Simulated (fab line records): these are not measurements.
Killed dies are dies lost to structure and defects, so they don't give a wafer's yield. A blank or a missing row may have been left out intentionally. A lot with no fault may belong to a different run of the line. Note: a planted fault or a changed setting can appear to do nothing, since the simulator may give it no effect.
fab line records	flow berkeley_cmos170
record: lots: 5	wafers: 23
route steps=331 shown START@3 NWELL@21 PWELL@39 ACTIVE@62 SACOX@98 PVT@122
start_h: hours from the record's opening day to when the first of the lot's shown wafers began	wait_h: hours elapsed since this lot's preceding step	" as in the row above	L1.1+2: a single row standing in for several wafers	- no value, or no start was given	* or withheld: withheld	< > ~ a bound
route shown NAME@n: names a module that has steps shown in the file, with the first one's number in the route	usual: mean/standard deviation of fault-free wafers	same: alike in all rows	chamber/n: place in a boat	sites: readings site by site	_std_site: standard deviation of those values	_edge_site: outer sites' mean less inner sites'	radius_mm: how far each site lies from the wafer's centre	mask NAME#n: copy n	behind: the tool/chamber that last shaped the wafer	hold: cause of the lot's hold/its duration in hours/its outcome	device: whichever transistor did not switch (one of n, p or np)	end of line: the tests these same wafers got at the end of their route	step lacking rows: just its recipe	killed: not the wafer's yield, but the dies lost to structure and defects at the first sort	map: dies across one wafer; x = killed, . = not, _ = none there
set.NAME: the setting that was run; set.NAME@STEP: the one run at that earlier step	model.NAME: the simulator's own value behind a step, which no gauge read
lots run with intentionally changed settings; tables by step, rows by wafer
== steps ==
step: UCB170_START_OXIDATION_02
recipe: temp_c: 950	ambient: O2	target_thk_a: 200	ox_time_s: 1800
lot.wafer	tool	chamber	start_h	wait_h	set.ox_time_s	model.SiO2_of_START_OXIDATION_02.thk_nm
L078.1	furnace-03	0	35.38	5.2	1800	20.21
L078.4	"	0	"	"	1800	20.14
L078.5	"	0	"	"	1800	20.17
L079.1	-	-	-	2.2	2018	21.49
L079.2+4	"	-	"	"	2018	21.35
L079.5	"	-	"	"	2018	21.23
L079.6	"	-	"	"	2018	21.55
L080.1	-	-	-	0.4	1800	19.88
L080.3	"	-	"	"	1800	19.93
L080.4	"	-	"	"	1800	20.09
L080.5	"	-	"	"	1800	20.14
L080.6	"	-	"	"	1800	20.04
L081.1	-	-	-	2.5	1535	18.11
L081.2	"	-	"	"	1535	18.29
L081.3	"	-	"	"	1535	17.84
L081.5	"	-	"	"	1535	18.17
L081.6	"	-	"	"	1535	18.27
L084.1	-	-	-	5.8	1800	20.62
L084.2	"	-	"	"	1800	20.7
L084.3	"	-	"	"	1800	20.66
L084.5	"	-	"	"	1800	20.85
L084.6	"	-	"	"	1800	20.22
step: UCB170_START_THK_MEAS_03
recipe: reads: SiO2_of_START_OXIDATION_02
usual: START_OXIDE_THK: 20.2/0.34
lot.wafer	tool	chamber	start_h	wait_h	set.ox_time_s@START_OXIDATION_02	START_OXIDE_THK[nm]
L078.1	film_metro-03	-	36.88	0.0	1800	20.2
L078.4	"	-	"	"	1800	20.1
L078.5	"	-	"	"	1800	20.1
L079.1	film_metro-02	-	-	-	2018	21.5
L079.2	"	-	"	"	2018	21.3
L079.4	"	-	"	"	2018	21.4
L079.5	"	-	"	"	2018	21.2
L079.6	"	-	"	"	2018	21.6
L080.1	film_metro-04	-	-	-	1800	19.9
L080.3	"	-	"	"	1800	19.9
L080.4	"	-	"	"	1800	20.1
L080.5	"	-	"	"	1800	20.2
L080.6	"	-	"	"	1800	20.0
L081.1	film_metro-04	-	-	-	1535	18.2
L081.2	"	-	"	"	1535	18.3
L081.3	"	-	"	"	1535	17.8
L081.5	"	-	"	"	1535	18.2
L081.6	"	-	"	"	1535	18.3
L084.1	film_metro-02	-	-	-	1800	20.6
L084.2	"	-	"	"	1800	20.7
L084.3	"	-	"	"	1800	20.7
L084.5	"	-	"	"	1800	20.8
L084.6	"	-	"	"	1800	20.2
step: UCB170_NWELL_COAT_07
recipe: resist: KrF	spin_rpm: 1500	resist_thk_nm: 900
lot.wafer	tool	chamber	start_h	wait_h	set.spin_rpm	model.KrF_of_NWELL_COAT_07.thk_nm
L078.1	litho_track-02	0	51.74	0.1	1500	899.2
L078.4	"	0	"	"	1500	898.5
L078.5	"	0	"	"	1500	896.8
L079.1	litho_track-02	0	58.89	0.1	1500	900.6
L079.2	"	0	"	"	1500	901.7
L079.4	"	0	"	"	1547	886.7
L079.5	"	0	"	"	1547	888.8
L079.6	"	0	"	"	1500	903
L080.1+6	litho_track-01	0	58.90	0.1	1500	903.9
L080.3	"	0	"	"	1500	903.2
L080.4	"	0	"	"	1500	903.1
L080.5	"	0	"	"	1500	902.4
L081.1	litho_track-04	0	66.67	0.1	1437	917.2
L081.2	"	0	"	"	1437	921.1
L081.3	"	0	"	"	1500	898.6
L081.5	"	0	"	"	1500	899
L081.6	"	0	"	"	1500	899.1
L084.1	litho_track-02	0	79.55	0.1	1549	885.2
L084.2	"	0	"	"	1500	899.7
L084.3	"	0	"	"	1549	883.9
L084.5	"	0	"	"	1500	900.6
L084.6	"	0	"	"	1500	900
step: UCB170_NWELL_ETCH_13
recipe: chemistry: CH3F/Ar/O2	target: Si3N4	stop_on: SiO2	CH3F_flow_sccm: 20	Ar_flow_sccm: 50	O2_flow_sccm: 7	pressure_mtorr: 50	rf_w: 450	target_depth_a: 2464	over_etch_frac: 0.1	time_s: 154
usual: oes_product_au: 0.934/0.016
lot.wafer	tool	chamber	start_h	wait_h	set.time_s	set.spin_rpm@NWELL_COAT_07	oes_product_au	model.KrF_of_NWELL_COAT_07.thk_nm
L078.1	rie_diel-01	3	52.60	0.0	154	1500	0.959	720.8
L078.4	"	1	"	"	154	1500	0.903	721.6
L078.5	"	3	"	"	154	1500	0.943	719.7
L079.1	rie_diel-04	0	59.96	0.0	143.4	1500	0.983	737.9
L079.2	"	3	"	"	154	1500	0.934	722.8
L079.4	"	2	"	"	154	1547	0.925	709.1
L079.5	"	3	"	"	143.4	1547	0.988	721
L079.6	"	2	"	"	143.4	1500	0.969	737.1
L080.1	rie_diel-01	2	60.23	0.0	147	1500	0.930	731.2
L080.3	"	1	"	"	147	1500	0.932	733.9
L080.4	"	0	"	"	154	1500	0.931	723.8
L080.5	"	0	"	"	154	1500	0.933	724.7
L080.6	"	1	"	"	154	1500	0.902	726.4
L081.1	rie_diel-03	0	67.73	0.0	154	1437	0.923	736.3
L081.2	"	1	"	"	131.9	1437	1.016	764.1
L081.3	"	2	"	"	154	1500	0.936	718
L081.5	"	3	"	"	154	1500	0.945	720.9
L081.6	"	2	"	"	131.9	1500	1.010	741.8
L084.1	rie_diel-04	3	81.50	0.0	154	1549	0.950	708.8
L084.2	"	2	"	"	145.1	1500	0.966	732.7
L084.3	"	0	"	"	145.1	1549	0.980	715.9
L084.5	"	3	"	"	154	1500	0.946	723.1
L084.6	"	0	"	"	154	1500	0.945	724.5
step: UCB170_NWELL_IMPLANT_14
recipe: species: P	dose_cm2: 1e+13	energy_kev: 150	tilt_deg: 7
step: UCB170_NWELL_STRIP_15
recipe: chemistry: O2	power_w: 400	pressure_mtorr: 3500	platen_temp_c: withheld	o2_flow_sccm: 400	overash_fraction: 0.5
usual: strip_time_to_endpoint_s: 18.02/0.06
lot.wafer	tool	chamber	start_h	wait_h	set.spin_rpm@NWELL_COAT_07	set.time_s@NWELL_ETCH_13	strip_time_to_endpoint_s
L078.1	plasma_asher-01	0	52.85	0.1	1500	154	18.01
L078.4	"	1	"	"	1500	154	18.01
L078.5	"	0	"	"	1500	154	17.97
L079.1	plasma_asher-04	0	60.21	0.1	1500	143.4	18.42
L079.2	"	1	"	"	1500	154	18.03
L079.4	"	0	"	"	1547	154	17.72
L079.5	"	0	"	"	1547	143.4	17.99
L079.6	"	1	"	"	1500	143.4	18.37
L080.1	plasma_asher-02	0	60.48	0.1	1500	147	18.23
L080.3	"	0	"	"	1500	147	18.31
L080.4	"	1	"	"	1500	154	18.07
L080.5	"	0	"	"	1500	154	18.10
L080.6	"	1	"	"	1500	154	18.13
L081.1	plasma_asher-01	0	67.99	0.1	1437	154	18.37
L081.2	"	1	"	"	1437	131.9	19.04
L081.3	"	1	"	"	1500	154	17.93
L081.5	"	1	"	"	1500	154	18.01
L081.6	"	0	"	"	1500	131.9	18.50
L084.1	plasma_asher-04	0	81.75	0.1	1549	154	17.71
L084.2	"	1	"	"	1500	145.1	18.30
L084.3	"	0	"	"	1549	145.1	17.89
L084.5	"	0	"	"	1500	154	18.06
L084.6	"	1	"	"	1500	154	18.07
step: UCB170_PWELL_CVD_05
recipe: material: Si3N4	target_thk_nm: 220	temp_c: 800	precursor: SiH2Cl2/NH3	time_s: 3300	pressure_mtorr: 200	sih2cl2_flow_sccm: 25	nh3_flow_sccm: 75
lot.wafer	tool	chamber	start_h	wait_h	set.pressure_mtorr	model.Si3N4_of_PWELL_CVD_05.thk_nm
L078.1+4	lpcvd-02	0	67.53	0.0	200	219.4
L078.5	"	0	"	"	200	219.8
L079.1	-	-	-	0.0	227.6	230.3
L079.2	"	-	"	"	227.6	229.4
L079.4	"	-	"	"	227.6	227.9
L079.5	"	-	"	"	227.6	227.5
L079.6	"	-	"	"	227.6	229.1
L080.1	-	-	-	0.2	178.2	210.8
L080.3	"	-	"	"	178.2	210.9
L080.4	"	-	"	"	178.2	211.7
L080.5	"	-	"	"	178.2	212.7
L080.6	"	-	"	"	178.2	211.6
L081.1	-	-	-	0.2	186.1	214.1
L081.2	"	-	"	"	186.1	214.5
L081.3	"	-	"	"	186.1	213.6
L081.5	"	-	"	"	186.1	215.1
L081.6	"	-	"	"	186.1	213.1
L084.1+3	-	-	-	0.7	200	217.1
L084.2	"	-	"	"	200	219.7
L084.5	"	-	"	"	200	219
L084.6	"	-	"	"	200	216.9
step: UCB170_PWELL_THK_MEAS_06
recipe: reads: Si3N4_of_PWELL_CVD_05
usual: PWELL_NITRIDE_THK: 220.4/1.9
lot.wafer	tool	chamber	start_h	wait_h	set.pressure_mtorr@PWELL_CVD_05	PWELL_NITRIDE_THK[nm]
L078.1	film_metro-04	-	69.45	0.0	200	219.5
L078.4	"	-	"	"	200	219.3
L078.5	"	-	"	"	200	219.8
L079.1	film_metro-01	-	-	-	227.6	230.1
L079.2	"	-	"	"	227.6	229.4
L079.4	"	-	"	"	227.6	227.9
L079.5	"	-	"	"	227.6	227.5
L079.6	"	-	"	"	227.6	229.2
L080.1	film_metro-04	-	-	-	178.2	211.0
L080.3	"	-	"	"	178.2	210.9
L080.4	"	-	"	"	178.2	211.8
L080.5	"	-	"	"	178.2	212.8
L080.6	"	-	"	"	178.2	211.5
L081.1	film_metro-03	-	-	-	186.1	214.2
L081.2	"	-	"	"	186.1	214.5
L081.3	"	-	"	"	186.1	213.7
L081.5	"	-	"	"	186.1	215.2
L081.6	"	-	"	"	186.1	213.0
L084.1	film_metro-04	-	-	-	200	217.2
L084.2	"	-	"	"	200	219.7
L084.3	"	-	"	"	200	217.3
L084.5	"	-	"	"	200	219.0
L084.6	"	-	"	"	200	216.9
step: UCB170_ACTIVE_OXIDATION_02
recipe: temp_c: 1000	ambient: O2	target_thk_a: 264	ox_time_s: 1260
lot.wafer	tool	chamber	start_h	wait_h	set.temp_c	model.SiO2_of_ACTIVE_OXIDATION_02.thk_nm
L078.1	furnace-02	0	91.33	3.8	1000	26.78
L078.4	"	0	"	"	1000	27.17
L078.5	"	0	"	"	1000	27.03
L079.1	-	-	-	3.2	1026	33.29
L079.2	"	-	"	"	1026	33.91
L079.4	"	-	"	"	1026	33.54
L079.5	"	-	"	"	1026	33.53
L079.6	"	-	"	"	1026	33.37
L080.1	-	-	-	2.9	1000	26.38
L080.3	"	-	"	"	1000	26.49
L080.4	"	-	"	"	1000	25.77
L080.5	"	-	"	"	1000	26.22
L080.6	"	-	"	"	1000	25.79
L081.1	-	-	-	2.9	1000	26.42
L081.2	"	-	"	"	1000	26.68
L081.3	"	-	"	"	1000	26.79
L081.5	"	-	"	"	1000	26.44
L081.6	"	-	"	"	1000	26.27
L084.1	-	-	-	2.0	970.2	20.76
L084.2	"	-	"	"	970.2	20.57
L084.3	"	-	"	"	970.2	20.66
L084.5	"	-	"	"	970.2	20.54
L084.6	"	-	"	"	970.2	20.63
step: UCB170_ACTIVE_THK_MEAS_03
recipe: reads: SiO2_of_ACTIVE_OXIDATION_02
usual: ACTIVE_OXIDE_THK: 26.8/0.5
lot.wafer	tool	chamber	start_h	wait_h	set.temp_c@ACTIVE_OXIDATION_02	ACTIVE_OXIDE_THK[nm]
L078.1	film_metro-03	-	92.68	0.0	1000	26.8
L078.4	"	-	"	"	1000	27.2
L078.5	"	-	"	"	1000	27.0
L079.1	film_metro-02	-	-	-	1026	33.3
L079.2	"	-	"	"	1026	33.9
L079.4	"	-	"	"	1026	33.5
L079.5	"	-	"	"	1026	33.6
L079.6	"	-	"	"	1026	33.4
L080.1	film_metro-02	-	-	-	1000	26.4
L080.3	"	-	"	"	1000	26.5
L080.4	"	-	"	"	1000	25.8
L080.5	"	-	"	"	1000	26.3
L080.6	"	-	"	"	1000	25.8
L081.1	film_metro-04	-	-	-	1000	26.5
L081.2	"	-	"	"	1000	26.6
L081.3	"	-	"	"	1000	26.8
L081.5	"	-	"	"	1000	26.5
L081.6	"	-	"	"	1000	26.3
L084.1	film_metro-02	-	-	-	970.2	20.8
L084.2	"	-	"	"	970.2	20.6
L084.3	"	-	"	"	970.2	20.7
L084.5	"	-	"	"	970.2	20.6
L084.6	"	-	"	"	970.2	20.6
step: UCB170_ACTIVE_COAT_08
recipe: resist: KrF	spin_rpm: 1500	resist_thk_nm: 900
lot.wafer	tool	chamber	start_h	wait_h	set.spin_rpm	model.KrF_of_ACTIVE_COAT_08.thk_nm
L078.1	litho_track-02	0	101.10	0.1	1500	898.7
L078.4	"	0	"	"	1500	901.3
L078.5	"	0	"	"	1500	900.8
L079.1	litho_track-01	0	106.15	0.1	1500	901.1
L079.2	"	0	"	"	1500	898.8
L079.4	"	0	"	"	1500	898
L079.5	"	0	"	"	1500	900.9
L079.6	"	0	"	"	1500	899.6
L081.1	litho_track-03	0	107.50	0.1	1600	870.1
L081.2	"	0	"	"	1500	900
L081.3	"	0	"	"	1500	900.9
L081.5	"	0	"	"	1600	871.9
L081.6	"	0	"	"	1600	869.6
L080.1	litho_track-02	0	107.57	0.1	1537	892.5
L080.3	"	0	"	"	1500	903.1
L080.4	"	0	"	"	1537	890.9
L080.5	"	0	"	"	1500	902.7
L080.6	"	0	"	"	1537	892.1
L084.1	litho_track-02	0	129.27	0.1	1500	905.4
L084.2	"	0	"	"	1500	903.7
L084.3	"	0	"	"	1500	902.6
L084.5	"	0	"	"	1500	904.2
L084.6	"	0	"	"	1500	904.9
step: UCB170_ACTIVE_SOFTBAKE_09
recipe: resist: KrF	temp_c: 130	time_s: 60
step: UCB170_ACTIVE_EXPOSE_10
recipe: mask_id: ACTIVE	target_cd_nm: 1200	na: 0.5	sigma_outer: 0.6	source_shape: conventional	dose_mj: 20
step: UCB170_ACTIVE_ETCH_15
recipe: chemistry: CH3F/Ar/O2	target: Si3N4	stop_on: SiO2	CH3F_flow_sccm: 20	Ar_flow_sccm: 50	O2_flow_sccm: 7	pressure_mtorr: 50	rf_w: 450	target_depth_a: 2420	over_etch_frac: 0.1	time_s: 151
lot.wafer	tool	chamber	start_h	wait_h	set.spin_rpm@ACTIVE_COAT_08	model.KrF_of_ACTIVE_COAT_08.thk_nm
L078.1	rie_diel-01	1	102.11	0.0	1500	724.7
L078.4	"	2	"	"	1500	725.3
L078.5	"	0	"	"	1500	725
L079.1	rie_diel-01	0	107.13	0.0	1500	726
L079.2	"	3	"	"	1500	723.9
L079.4	"	2	"	"	1500	722.1
L079.5	"	2	"	"	1500	726.7
L079.6	"	1	"	"	1500	725.9
L081.1	rie_diel-02	1	109.04	0.0	1600	693.4
L081.2	"	3	"	"	1500	727.8
L081.3	"	0	"	"	1500	725.8
L081.5	"	0	"	"	1600	696.3
L081.6	"	1	"	"	1600	693.6
L080.1	rie_diel-04	3	109.23	0.0	1537	716.1
L080.3	"	1	"	"	1500	726
L080.4	"	3	"	"	1537	714.2
L080.5	"	1	"	"	1500	725.7
L080.6	"	0	"	"	1537	718
L084.1	rie_diel-01	1	130.76	0.0	1500	730.6
L084.2	"	0	"	"	1500	729.1
L084.3	"	2	"	"	1500	727.2
L084.5	"	2	"	"	1500	729.4
L084.6	"	3	"	"	1500	730.7
step: UCB170_ACTIVE_STRIP_16
recipe: chemistry: O2	power_w: 400	pressure_mtorr: 3500	platen_temp_c: withheld	o2_flow_sccm: 400	overash_fraction: 0.5
usual: oes_product_au: 0.721/0.0043	strip_time_to_endpoint_s: 18.11/0.06
lot.wafer	tool	chamber	start_h	wait_h	set.power_w	set.spin_rpm@ACTIVE_COAT_08	oes_product_au	strip_time_to_endpoint_s
L078.1	plasma_asher-01	0	102.21	0.1	400	1500	0.721	18.09
L078.4	"	0	"	"	400	1500	0.716	18.11
L078.5	"	0	"	"	400	1500	0.729	18.11
L079.1	plasma_asher-01	1	107.23	0.1	400	1500	0.726	18.11
L079.2	"	0	"	"	441.2	1500	0.755	16.79
L079.4	"	1	"	"	441.2	1500	0.754	16.77
L079.5	"	1	"	"	400	1500	0.727	18.14
L079.6	"	0	"	"	441.2	1500	0.756	16.85
L081.1	plasma_asher-01	1	109.14	0.1	400	1600	0.726	17.34
L081.2	"	0	"	"	400	1500	0.720	18.17
L081.3	"	0	"	"	400	1500	0.727	18.11
L081.5	"	0	"	"	400	1600	0.727	17.40
L081.6	"	1	"	"	400	1600	0.716	17.34
L080.1	plasma_asher-01	0	109.33	0.1	400	1537	0.715	17.90
L080.3	"	1	"	"	400	1500	0.730	18.13
L080.4	"	0	"	"	400	1537	0.722	17.83
L080.5	"	1	"	"	400	1500	0.722	18.12
L080.6	"	0	"	"	400	1537	0.723	17.95
L084.1	plasma_asher-01	1	130.86	0.1	353.7	1500	0.676	19.99
L084.2	"	0	"	"	353.7	1500	0.676	19.95
L084.3	"	0	"	"	400	1500	0.710	18.14
L084.5	"	1	"	"	400	1500	0.720	18.22
L084.6	"	0	"	"	353.7	1500	0.676	20.00
step: UCB170_SACOX_OXIDATION_01
recipe: temp_c: 900	ambient: O2	target_thk_a: 144	ox_time_s: 2400
lot.wafer	tool	chamber	start_h	wait_h	set.temp_c	model.SiO2_of_SACOX_OXIDATION_01.thk_nm
L078.1	furnace-04	0	117.75	3.0	900	14.25
L078.4	"	0	"	"	900	14.5
L078.5	"	0	"	"	900	14.48
L079.1	-	-	-	2.9	877.6	11.2
L079.2	"	-	"	"	877.6	10.91
L079.4	"	-	"	"	877.6	11.32
L079.5	"	-	"	"	877.6	11.19
L079.6	"	-	"	"	877.6	11.23
L080.1	-	-	-	0.3	912.6	16.2
L080.3	"	-	"	"	912.6	16.49
L080.4	"	-	"	"	912.6	16.51
L080.5+6	"	-	"	"	912.6	16.12
L081.1	-	-	-	0.3	900	14.17
L081.2	"	-	"	"	900	14.22
L081.3	"	-	"	"	900	14.12
L081.5	"	-	"	"	900	13.99
L081.6	"	-	"	"	900	14.19
L084.1	-	-	-	1.4	911.9	16.02
L084.2+5	"	-	"	"	911.9	15.95
L084.3	"	-	"	"	911.9	16.41
L084.6	"	-	"	"	911.9	16.32
step: UCB170_SACOX_THK_MEAS_02
recipe: reads: SiO2_of_SACOX_OXIDATION_01
usual: SACOX_OXIDE_THK: 14.35/0.27
lot.wafer	tool	chamber	start_h	wait_h	set.temp_c@SACOX_OXIDATION_01	SACOX_OXIDE_THK[nm]
L078.1	film_metro-01	-	119.42	0.0	900	14.19
L078.4	"	-	"	"	900	14.49
L078.5	"	-	"	"	900	14.49
L079.1	film_metro-02	-	-	-	877.6	11.21
L079.2	"	-	"	"	877.6	10.92
L079.4	"	-	"	"	877.6	11.31
L079.5	"	-	"	"	877.6	11.22
L079.6	"	-	"	"	877.6	11.23
L080.1	film_metro-01	-	-	-	912.6	16.19
L080.3	"	-	"	"	912.6	16.48
L080.4	"	-	"	"	912.6	16.47
L080.5	"	-	"	"	912.6	16.11
L080.6	"	-	"	"	912.6	16.14
L081.1	film_metro-04	-	-	-	900	14.11
L081.2	"	-	"	"	900	14.22
L081.3	"	-	"	"	900	14.09
L081.5	"	-	"	"	900	13.96
L081.6	"	-	"	"	900	14.17
L084.1	film_metro-02	-	-	-	911.9	16.03
L084.2	"	-	"	"	911.9	15.94
L084.3	"	-	"	"	911.9	16.42
L084.5	"	-	"	"	911.9	15.95
L084.6	"	-	"	"	911.9	16.34
step: UCB170_PVT_IMPLANT_07
recipe: species: P	dose_cm2: 2e+12	energy_kev: 30	tilt_deg: 7
lot.wafer	tool	chamber	start_h	wait_h	set.dose_cm2
L078.1+4+5	implanter-01	0	132.03	0.0	2e+12
L081.1+2+3	implanter-03	0	143.70	0.0	2e+12
L081.5+6	"	0	"	"	2.079e+12
L080.1+3+6	implanter-01	0	143.97	0.0	2e+12
L080.4+5	"	0	"	"	2.048e+12
L079.1+2+4+5+6	implanter-04	0	144.25	0.0	2e+12
L084.1+6	implanter-04	0	160.30	0.0	1.857e+12
L084.2+3+5	"	0	"	"	2e+12
step: UCB170_PVT_STRIP_08
recipe: chemistry: O2	power_w: 400	pressure_mtorr: 3500	platen_temp_c: withheld	o2_flow_sccm: 400	overash_fraction: 0.5
step: UCB170_PVT_TW_MEAS_09
usual: PVT_TW: 507/5.5
lot.wafer	tool	chamber	start_h	wait_h	set.dose_cm2@PVT_IMPLANT_07	PVT_TW
L078.1	film_metro-01	-	132.28	0.1	2e+12	513
L078.4	"	-	"	"	2e+12	510
L078.5	"	-	"	"	2e+12	513
L081.1	film_metro-01	-	143.95	0.1	2e+12	508
L081.2	"	-	"	"	2e+12	509
L081.3	"	-	"	"	2e+12	509
L081.5	"	-	"	"	2.079e+12	517
L081.6	"	-	"	"	2.079e+12	517
L080.1	film_metro-04	-	144.22	0.1	2e+12	505
L080.3	"	-	"	"	2e+12	503
L080.4	"	-	"	"	2.048e+12	508
L080.5	"	-	"	"	2.048e+12	508
L080.6	"	-	"	"	2e+12	503
L079.1	film_metro-01	-	144.50	0.1	2e+12	514
L079.2	"	-	"	"	2e+12	511
L079.4	"	-	"	"	2e+12	513
L079.5	"	-	"	"	2e+12	515
L079.6	"	-	"	"	2e+12	516
L084.1	film_metro-04	-	160.55	0.1	1.857e+12	491
L084.2	"	-	"	"	2e+12	506
L084.3	"	-	"	"	2e+12	505
L084.5	"	-	"	"	2e+12	507
L084.6	"	-	"	"	1.857e+12	492
== key ==
split: step: UCB170_START_OXIDATION_02	setting: ox_time_s	stated: 1800	by: lot
response: step: UCB170_START_OXIDATION_02	reading: model.SiO2_of_START_OXIDATION_02.thk_nm	change: +0.123	per: 1%	r: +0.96
response: step: UCB170_START_THK_MEAS_03	reading: START_OXIDE_THK	change: +0.122	per: 1%	r: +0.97
split: step: UCB170_NWELL_COAT_07	setting: spin_rpm	stated: 1500	by: wafer
response: step: UCB170_NWELL_COAT_07	reading: model.KrF_of_NWELL_COAT_07.thk_nm	change: -4.71	per: 1%	r: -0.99
response: step: UCB170_NWELL_ETCH_13	reading: model.KrF_of_NWELL_COAT_07.thk_nm	slope: -4.77	per: 1%	together_with: time_s@NWELL_ETCH_13	explained: 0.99
response: step: UCB170_NWELL_STRIP_15	reading: strip_time_to_endpoint_s	slope: *	per: 1%	together_with: time_s@NWELL_ETCH_13	explained: 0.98
split: step: UCB170_NWELL_ETCH_13	setting: time_s	stated: 154	by: wafer
response: step: UCB170_NWELL_ETCH_13	reading: oes_product_au	change: -0.0054	per: 1%	r: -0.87
response: step: UCB170_NWELL_ETCH_13	reading: model.KrF_of_NWELL_COAT_07.thk_nm	slope: -1.71	per: 1%	together_with: spin_rpm@NWELL_COAT_07	explained: 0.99
response: step: UCB170_NWELL_STRIP_15	reading: strip_time_to_endpoint_s	slope: *	per: 1%	together_with: spin_rpm@NWELL_COAT_07	explained: 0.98
split: step: UCB170_PWELL_CVD_05	setting: pressure_mtorr	stated: 200	by: lot
response: step: UCB170_PWELL_CVD_05	reading: model.Si3N4_of_PWELL_CVD_05.thk_nm	change: +0.701	per: 1%	r: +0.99
response: step: UCB170_PWELL_THK_MEAS_06	reading: PWELL_NITRIDE_THK	change: +0.699	per: 1%	r: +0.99
split: step: UCB170_ACTIVE_OXIDATION_02	setting: temp_c	stated: 1000	by: lot
response: step: UCB170_ACTIVE_OXIDATION_02	reading: model.SiO2_of_ACTIVE_OXIDATION_02.thk_nm	change: +2.3	per: 1%	r: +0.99
response: step: UCB170_ACTIVE_THK_MEAS_03	reading: ACTIVE_OXIDE_THK	change: +2.3	per: 1%	r: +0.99
split: step: UCB170_ACTIVE_COAT_08	setting: spin_rpm	stated: 1500	by: wafer
response: step: UCB170_ACTIVE_COAT_08	reading: model.KrF_of_ACTIVE_COAT_08.thk_nm	change: -4.49	per: 1%	r: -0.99
response: step: UCB170_ACTIVE_ETCH_15	reading: model.KrF_of_ACTIVE_COAT_08.thk_nm	change: -4.75	per: 1%	r: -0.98
response: step: UCB170_ACTIVE_STRIP_16	reading: strip_time_to_endpoint_s	slope: *	per: 1%	together_with: power_w@ACTIVE_STRIP_16	explained: 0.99
split: step: UCB170_ACTIVE_STRIP_16	setting: power_w	stated: 400	by: wafer
response: step: UCB170_ACTIVE_STRIP_16	reading: oes_product_au	change: +0.00312	per: 1%	r: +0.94
response: step: UCB170_ACTIVE_STRIP_16	reading: strip_time_to_endpoint_s	change: *	per: 1%	r: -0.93
split: step: UCB170_SACOX_OXIDATION_01	setting: temp_c	stated: 900	by: lot
response: step: UCB170_SACOX_OXIDATION_01	reading: model.SiO2_of_SACOX_OXIDATION_01.thk_nm	change: +1.31	per: 1%	r: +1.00
response: step: UCB170_SACOX_THK_MEAS_02	reading: SACOX_OXIDE_THK	change: +1.31	per: 1%	r: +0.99
split: step: UCB170_PVT_IMPLANT_07	setting: dose_cm2	stated: 2e+12	by: wafer
response: step: UCB170_PVT_TW_MEAS_09	reading: PVT_TW	change: +2.06	per: 1%	r: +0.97
